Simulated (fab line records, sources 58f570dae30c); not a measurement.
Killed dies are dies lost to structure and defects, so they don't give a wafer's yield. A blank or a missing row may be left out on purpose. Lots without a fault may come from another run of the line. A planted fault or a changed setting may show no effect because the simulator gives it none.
Problem report in the 8D (eight disciplines) form, filled by code | flow berkeley_cmos170 | the parts of the form that need people (team, actions taken, sign-off) are left out

1. THE PROBLEM
cd_nm at UCB170_M2_CD_MEAS_90 reads a mean of 725.4 nm on 6 wafers of 2 lots; wafers without a fault read 699.0 nm with a standard deviation of 2.9. That is +9.1 standard deviations from the usual mean.
The step: target cd 700 nm.
First seen on wafer L598.1, day 11 01:52, on cd_sem-02. The record holds 42 wafers of 14 lots with a number at this step. Rule for "out", or "out of limits": more than 4 standard deviations from the usual mean. The other wafers with a number count as sound.

2. WHAT IT IS AND WHAT IT IS NOT
question                    | is                     | is not
which readings at this step | cd_nm                  | -
which lots                  | L598, L599             | L584, L586, L587, L588, L590, L591, L595, L596, L601, L602, L605, L606
which wafers of those lots  | all that have a number | -
read on which gauges        | cd_sem-02              | cd_sem-01
when                        | from day 11 01:52      | up to then (24 sound wafers); but 12 sound wafers of L601, L602, L605, L606 came after

3. SUSPECTS, AND WHAT RULES EACH OUT
Counting: a tool at a process step up to the reading stays a suspect if it ran every lot that is out and no sound lot after the first of them.
- the gauge at UCB170_M2_CD_MEAS_90: ruled out. All the wafers that are out were read on cd_sem-02, but those of them that UCB170_M2_METAL_ETCH_18 has rows for are out there too, on other tools.
- pvd_sputter-04 at UCB170_M2_SPUTTER_01 (material Al, target thk 900 nm, time 120 s): ruled out as a lasting fault. Sound lots L605 ran on it after its first lot that is out, L598 (day 10 23:00).
- rie_metal-04 at UCB170_M2_METAL_ETCH_18 (etches Al in Cl2/BCl3, stops on SiO2, target depth 1170 nm, time 195 s): kept. It ran every lot that is out, first L598 (day 11 01:35), and no sound lot after that; its last sound lot up to then is L591 (day 9 01:43). Its own readings are out on those wafers: oes_product_au.
Left after counting: rie_metal-04 at UCB170_M2_METAL_ETCH_18.

4. THE CAUSE (what the simulator had put in)
Process parameter drift: rie_metal-04, from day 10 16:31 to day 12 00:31, at UCB170_M2_METAL_ETCH_18. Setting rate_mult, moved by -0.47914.
Counting left only this tool.

5. THE CHAIN OF EFFECTS, in route order
Each row: a reading whose mean over the struck wafers that have a number lies more than 3 standard deviations from the usual. Only readings for which the record gives a usual standard deviation are gone through. hours: the time from each lot's start at the first step in this table that gives one to its start at this step, as a median over the lots. sigmas: the change in usual standard deviations.
hours | step                    | reading        | usual      | on struck wafers | change | sigmas
0     | UCB170_M2_METAL_ETCH_18 | oes_product_au | 0.848 a.u. | 0.740            | -0.108 | -6.0
0     | UCB170_M2_STRIP_19      | oes_product_au | 0.533 a.u. | 0.719            | +0.186 | +12
0     | UCB170_M2_CD_MEAS_90    | cd_nm          | 699.0 nm   | 725.4            | +26.4  | +9.1
The process steps in it:
- UCB170_M2_METAL_ETCH_18: etches Al in Cl2/BCl3, stops on SiO2, target depth 1170 nm, time 195 s.
- UCB170_M2_STRIP_19: strips in O2.

6. WHAT WOULD HAVE CAUGHT IT SOONER
In this record the first reading out of limits at a measuring or inspecting step was taken at day 11 01:52, 9 hours after the fault began at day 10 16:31.
The tool's own readings at UCB170_M2_METAL_ETCH_18 were out on every struck wafer that the step has a row for (oes_product_au): an alarm limit on them would have fired on the first of those.
Of the lots that are out (2), L599 began UCB170_M2_METAL_ETCH_18 on rie_metal-04 after day 11 01:52. A hold on the tool at that time would have spared it.
